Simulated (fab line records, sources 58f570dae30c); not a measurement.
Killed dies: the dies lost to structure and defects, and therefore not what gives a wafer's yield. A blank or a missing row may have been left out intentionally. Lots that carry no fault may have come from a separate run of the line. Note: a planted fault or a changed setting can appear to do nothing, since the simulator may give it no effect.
What tool caused it? -- flow berkeley-cmos170 -- 16 lots, 48 wafers sampled, at 2 steps of a route of 331

## WHAT THE GAUGES READ, wafer by wafer
UCB170_M2_CD_MEAS_90 targets a cd of 700 nm.
lot,measured,on,cd-nm (nm)
L261,day 8 11:05,cd-sem-01,695 700 698
L260,day 8 13:50,cd-sem-02,696 697 694
L263,day 9 10:47,cd-sem-02,691 690 697
L267,day 10 07:21,cd-sem-02,703 698 702
L268,day 11 08:28,cd-sem-01,703 695 693
L270,day 11 10:55,cd-sem-01,700 695 696
L271,day 11 14:03,cd-sem-02,705 696 703
L269,day 11 15:34,cd-sem-01,697 694 695
L274,day 12 01:38,cd-sem-02,700 703 702
L275,day 12 08:26,cd-sem-01,696 695 707
L276,day 12 09:00,cd-sem-01,704 701 707
L277,day 12 21:37,cd-sem-02,696 694 698
L278,day 12 21:58,cd-sem-01,700 703 703
L279,day 13 05:16,cd-sem-02,699 698 700
L281,day 13 21:10,cd-sem-02,701 696 700
L282,day 13 21:29,cd-sem-01,700 697 699

## WHICH TOOL RAN EACH LOT (tool, then ch and the chambers of the sampled wafers, then the start)
lot,UCB170_V1_STRIP_15
L261,"plasma-asher-04 ch 0,1, day 8 08:29"
L260,"plasma-asher-04 ch 0,1, day 8 09:36"
L263,"plasma-asher-03 ch 0,1, day 9 08:04"
L267,"plasma-asher-03 ch 0,1, day 10 03:13"
L268,"plasma-asher-03 ch 1, day 11 04:39"
L270,"plasma-asher-02 ch 0,1, day 11 07:48"
L271,"plasma-asher-03 ch 0,1, day 11 09:19"
L269,"plasma-asher-02 ch 0,1, day 11 10:04"
L274,"plasma-asher-02 ch 0, day 11 22:01"
L275,"plasma-asher-02 ch 0,1, day 12 05:49"
L276,"plasma-asher-04 ch 0,1, day 12 06:23"
L277,"plasma-asher-02 ch 0, day 12 17:54"
L278,"plasma-asher-04 ch 0,1, day 12 19:02"
L279,"plasma-asher-03 ch 0,1, day 13 00:04"
L281,"plasma-asher-03 ch 0,1, day 13 15:23"
L282,"plasma-asher-03 ch 0,1, day 13 16:46"
- UCB170_V1_STRIP_15: strips in O2.

## AS READ BY THE TOOLS THEMSELVES (means over the sampled wafers that have a number; for cases with no such wafer, the mark the record gives instead)
UCB170_V1_STRIP_15.
lot,tool,drypump-motor-current-A (A),o2-flow-sccm (sccm),oes-product-au (a.u.),strip-time-to-endpoint-s (s)
L261,plasma-asher-04,6.0,400.8,0.721,15.32
L260,plasma-asher-04,5.9,400.4,0.718,15.42
L263,plasma-asher-03,5.5,399.7,0.719,15.41
L267,plasma-asher-03,5.8,399.9,0.720,15.34
L268,plasma-asher-03,5.0,399.9,0.718,15.17
L270,plasma-asher-02,5.5,400.4,0.719,15.32
L271,plasma-asher-03,5.4,399.4,0.720,15.31
L269,plasma-asher-02,5.5,400.6,0.719,15.41
L274,plasma-asher-02,5.9,400.2,0.717,15.12
L275,plasma-asher-02,5.6,401.5,0.719,15.36
L276,plasma-asher-04,6.1,398.6,0.725,15.44
L277,plasma-asher-02,5.9,400.7,0.719,15.28
L278,plasma-asher-04,5.9,399.0,0.722,15.32
L279,plasma-asher-03,5.4,400.3,0.722,15.27
L281,plasma-asher-03,5.8,398.7,0.721,15.47
L282,plasma-asher-03,5.5,399.6,0.725,15.38

## THE ANSWER, worked out from the rows above alone
Rule: the lots themselves supply what counts as usual. The widest of any qualifying gaps counts: lots, ordered by their means at a reading, are off when they make up no more than a third of the lots, leave a main group of 4 or more, and stand apart from it by 3 or more times the standard deviation of that group's means. Not used: any main group whose means are identical at the precision the tables above print for the reading. A lot without any number at a reading at which 4 lots or more have one is off too. All remaining lots with rows at the step are treated as sound. The gauges are gone through in route order, then the tools' own readings, and for those a lot's mean is taken as printed above. The first step at which some lot is off is used, and at that step the reading that is off furthest; a lot without a number counts as furthest.
No lot is off on any of the readings shown, so nothing can be concluded from this.

## WHAT THE SIMULATOR HAD INSERTED
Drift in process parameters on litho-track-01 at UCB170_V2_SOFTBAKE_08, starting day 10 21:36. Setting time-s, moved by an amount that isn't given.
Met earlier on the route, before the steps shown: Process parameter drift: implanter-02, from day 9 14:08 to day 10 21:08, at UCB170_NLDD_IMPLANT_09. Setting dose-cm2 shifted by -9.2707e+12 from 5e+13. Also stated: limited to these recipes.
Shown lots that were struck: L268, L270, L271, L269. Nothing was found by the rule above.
